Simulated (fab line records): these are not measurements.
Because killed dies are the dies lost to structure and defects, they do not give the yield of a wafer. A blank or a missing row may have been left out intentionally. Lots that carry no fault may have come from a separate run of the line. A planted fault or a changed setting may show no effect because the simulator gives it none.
Which tool was responsible?	flow ritCmos	15 lots with 45 wafers sampled at 2 steps, on a route of 202 steps

## WHAT THE GAUGES SHOWED, per wafer
RIT_PLDD_TW_MEAS_10. Usual: PLDD_TW 2362, standard deviation 25.
lot	measured	on	PLDD_TW	flag
L975	day 3 07:29	filmMetro-01	2357 2392 2400	
L974	day 3 07:46	filmMetro-02	2357 2366 2367	
L978	day 4 02:44	filmMetro-01	2380 2374 2384	
L980	day 4 11:23	filmMetro-03	2314 2306 2318	
L983	day 5 00:43	filmMetro-01	2377 2367 2365	
L986	day 5 16:53	filmMetro-03	2331 2324 2326	
L987	day 5 20:47	filmMetro-02	30 30 30	OFF
L988	day 6 04:43	filmMetro-03	30 30 30	OFF
L989	day 6 05:02	filmMetro-01	31 31 31	OFF
L991	day 6 16:20	filmMetro-01	2391 2396 2387	
L992	day 6 20:44	filmMetro-02	2345 2342 2342	
L993	day 7 01:53	filmMetro-02	2360 2354 2367	
L994	day 7 08:31	filmMetro-02	2356 2374 2357	
L995	day 7 14:09	filmMetro-02	2374 2353 2363	
L996	day 7 19:49	filmMetro-03	2319 2324 2330	

## WHICH TOOL RAN EACH LOT (tool, then ch and the chambers of the sampled wafers, then the start)
lot	RIT_NLDD_STRIP_09
L975	plasmaAsher-02 ch 0,1, day 3 05:43
L974	plasmaAsher-04 ch 0,1, day 3 05:56
L978	plasmaAsher-04 ch 0,1, day 4 00:58
L980	plasmaAsher-01 ch 0, day 4 09:40
L983	plasmaAsher-02 ch 0,1, day 4 22:59
L986	plasmaAsher-04 ch 0,1, day 5 15:17
L987	plasmaAsher-01 ch 0,1, day 5 19:02
L988	plasmaAsher-01 ch 0,1, day 6 02:59
L989	plasmaAsher-04 ch 0,1, day 6 03:19
L991	plasmaAsher-02 ch 0,1, day 6 14:44
L992	plasmaAsher-04 ch 0,1, day 6 19:08
L993	plasmaAsher-02 ch 0,1, day 7 00:10
L994	plasmaAsher-02 ch 0,1, day 7 06:55
L995	plasmaAsher-02 ch 0,1, day 7 12:33
L996	plasmaAsher-04 ch 0,1, day 7 18:13
- RIT_NLDD_STRIP_09: strips in O2, time 180 s.

## WHAT THE TOOLS THEMSELVES READ (means of the sampled wafers that have a number; where no wafer has one, the mark that the record gives instead)
RIT_NLDD_STRIP_09. Usual: chamberPressureMTorr 4001 mTorr, standard deviation 3.7; drypumpMotorCurrentA 5.8 A, standard deviation 0.36.
lot	tool	chamberPressureMTorr (mTorr)	drypumpMotorCurrentA (A)	flag
L975	plasmaAsher-02	4003	5.8	
L974	plasmaAsher-04	4002	6.1	
L978	plasmaAsher-04	4004	6.1	
L980	plasmaAsher-01	4003	5.7	
L983	plasmaAsher-02	3999	5.6	
L986	plasmaAsher-04	3999	5.9	
L987	plasmaAsher-01	-	-	OFF
L988	plasmaAsher-01	-	-	OFF
L989	plasmaAsher-04	-	-	OFF
L991	plasmaAsher-02	3999	5.8	
L992	plasmaAsher-04	4000	6.1	
L993	plasmaAsher-02	4004	5.6	
L994	plasmaAsher-02	4001	5.8	
L995	plasmaAsher-02	3999	5.8	
L996	plasmaAsher-04	4002	6.1	

## THE ANSWER, worked out from the rows above alone
Rule: a lot counts as off when the mean over its wafers that have a number is more than 3 standard deviations away from the usual mean. Also off: a lot with no number at a reading for which 4 or more lots have one. Any other lot the step has rows for is counted as sound. Order of review: gauges by route order, followed by the tools' own readings, for which a lot's mean as printed above is used. At the first step where some lot is off, the reading lying furthest off is the one used; lots without a number count as furthest.
Off: at RIT_PLDD_TW_MEAS_10 (PLDD_TW), L987, L988, L989.
A tool fits if, at a process step before that reading, it ran every lot that is off, and no sound lot after the first of them. Not tried: the gauges at RIT_PLDD_TW_MEAS_10; whatever is off there is also off at RIT_NLDD_STRIP_09, on other tools, and gauge error can't account for it. Of those tried, none fits.

## WHAT HAD BEEN PUT IN BY THE SIMULATOR
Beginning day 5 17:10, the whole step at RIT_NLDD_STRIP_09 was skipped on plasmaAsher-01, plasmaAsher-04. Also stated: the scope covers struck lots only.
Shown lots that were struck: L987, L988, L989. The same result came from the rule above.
